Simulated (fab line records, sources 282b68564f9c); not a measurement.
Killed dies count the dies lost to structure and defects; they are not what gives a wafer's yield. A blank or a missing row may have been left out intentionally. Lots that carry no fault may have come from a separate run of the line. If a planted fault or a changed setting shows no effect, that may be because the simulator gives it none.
Which tool is to blame? ; flow rit cmos ; 15 lots with 45 wafers sampled at 3 steps, on a route of 202 steps

## WHAT THE GAUGES READ, wafer by wafer
RIT_NRETRO_OVL_MEAS_06. Usual: NRETRO_OVL typically reads 0.9 nm, with standard deviation 1.5.
lot;measured;on;NRETRO_OVL (nm);flag
L170;day 2 08:17;overlay-02;1.8 -0.3 1.6;
L171;day 2 11:38;overlay-02;-1.0 -0.6 -0.1;
L172;day 2 17:11;overlay-01;1.0 -0.5 -0.7;
L173;day 2 20:40;overlay-01;3.5 4.4 3.6;
L174;day 3 02:05;overlay-01;-2.6 -2.8 -2.6;
L176;day 3 11:59;overlay-02;-2.3 0.5 -0.4;
L179;day 4 02:25;overlay-02;1.0 0.7 2.6;
L180;day 4 07:20;overlay-02;-0.3 0.6 1.1;
L184;day 5 04:05;overlay-01;- - -;OFF
L185;day 5 10:07;overlay-01;- - -;OFF
L186;day 5 16:42;overlay-02;- - -;OFF
L190;day 6 14:41;overlay-02;1.0 1.5 0.8;
L191;day 6 17:23;overlay-02;-0.9 -0.3 1.7;
L192;day 7 02:24;overlay-01;3.8 2.9 3.4;
L193;day 7 07:29;overlay-01;0.0 2.2 0.1;

RIT_PRETRO_TW_MEAS_10. Usual: PRETRO_TW typically reads 477, with standard deviation 6.4.
lot;measured;on;PRETRO_TW;flag
L170;day 2 10:37;film metro-03;481 481 479;
L171;day 2 13:48;film metro-03;482 480 480;
L172;day 2 19:27;film metro-03;479 481 483;
L173;day 2 22:51;film metro-03;484 483 481;
L174;day 3 04:15;film metro-02;466 470 469;
L176;day 3 14:27;film metro-01;482 484 484;
L179;day 4 04:43;film metro-03;478 481 476;
L180;day 4 09:29;film metro-01;482 481 486;
L184;day 5 06:23;film metro-02;1068 1063 1062;OFF
L185;day 5 12:21;film metro-01;1087 1094 1091;OFF
L186;day 5 18:59;film metro-03;1087 1089 1086;OFF
L190;day 6 16:51;film metro-02;466 469 470;
L191;day 6 19:33;film metro-01;480 480 482;
L192;day 7 04:34;film metro-01;484 484 485;
L193;day 7 09:56;film metro-01;482 483 484;

## EACH LOT AND THE TOOL THAT RAN IT (in order: tool; ch and the chambers of the sampled wafers; start)
lot;RIT_NRETRO_COAT_01
L170;litho track-02 ch 0, day 2 05:43
L171;litho track-03 ch 0, day 2 10:54
L172;litho track-04 ch 0, day 2 16:28
L173;litho track-02 ch 0, day 2 19:57
L174;litho track-04 ch 0, day 3 01:15
L176;litho track-03 ch 0, day 3 11:05
L179;litho track-03 ch 0, day 4 01:35
L180;litho track-03 ch 0, day 4 06:36
L184;litho track-03, day 5 03:15
L185;litho track-03, day 5 09:23
L186;litho track-02, day 5 15:58
L190;litho track-02 ch 0, day 6 13:50
L191;litho track-03 ch 0, day 6 16:34
L192;litho track-02 ch 0, day 7 01:40
L193;litho track-04 ch 0, day 7 06:46
- RIT_NRETRO_COAT_01: resist thk 1289 nm.

## AS READ BY THE TOOLS THEMSELVES (means over the sampled wafers that have a number; for cases with no such wafer, the mark the record gives instead)
RIT_NRETRO_COAT_01. Usual: chill plate temp C 23.00 C, standard deviation 0.11; dispense pressure kPa 54.2 kPa, standard deviation 2.6.
lot;tool;chill plate temp C (C);dispense pressure kPa (kPa);flag
L170;litho track-02;23.09;51.3;
L171;litho track-03;22.91;53.2;
L172;litho track-04;23.04;57.4;
L173;litho track-02;23.04;51.3;
L174;litho track-04;23.03;57.5;
L176;litho track-03;22.95;53.2;
L179;litho track-03;23.05;53.2;
L180;litho track-03;22.93;53.2;
L184;litho track-03;-;-;OFF
L185;litho track-03;-;-;OFF
L186;litho track-02;-;-;OFF
L190;litho track-02;23.00;51.3;
L191;litho track-03;22.95;53.2;
L192;litho track-02;22.87;51.3;
L193;litho track-04;23.17;57.5;

## THE ANSWER, worked out from the rows above alone
Rule: a lot is off if the mean of its wafers that have a number lies more than 3 standard deviations from the usual mean. A lot without any number at a reading at which 4 lots or more have one is off too. Where the step has rows for the other lots, those lots are counted as sound. After the gauges, taken in route order, come the tools' own readings; for these a lot's mean is taken, as printed above. At the first step where some lot is off, the reading lying furthest off is the one used; lots without a number count as furthest.
Off: at RIT_NRETRO_OVL_MEAS_06 (NRETRO_OVL), L184, L185, L186. Without a number there: L184, L185, L186.
A tool fits if, at a process step before that reading, it ran every lot that is off, and no sound lot after the first of them. The gauges at RIT_NRETRO_OVL_MEAS_06 aren't tried: what is off there is off at RIT_PRETRO_TW_MEAS_10 too, on other tools, and a gauge's error can't cause that. No candidate that was tried fits.

## WHAT THE SIMULATOR PUT IN
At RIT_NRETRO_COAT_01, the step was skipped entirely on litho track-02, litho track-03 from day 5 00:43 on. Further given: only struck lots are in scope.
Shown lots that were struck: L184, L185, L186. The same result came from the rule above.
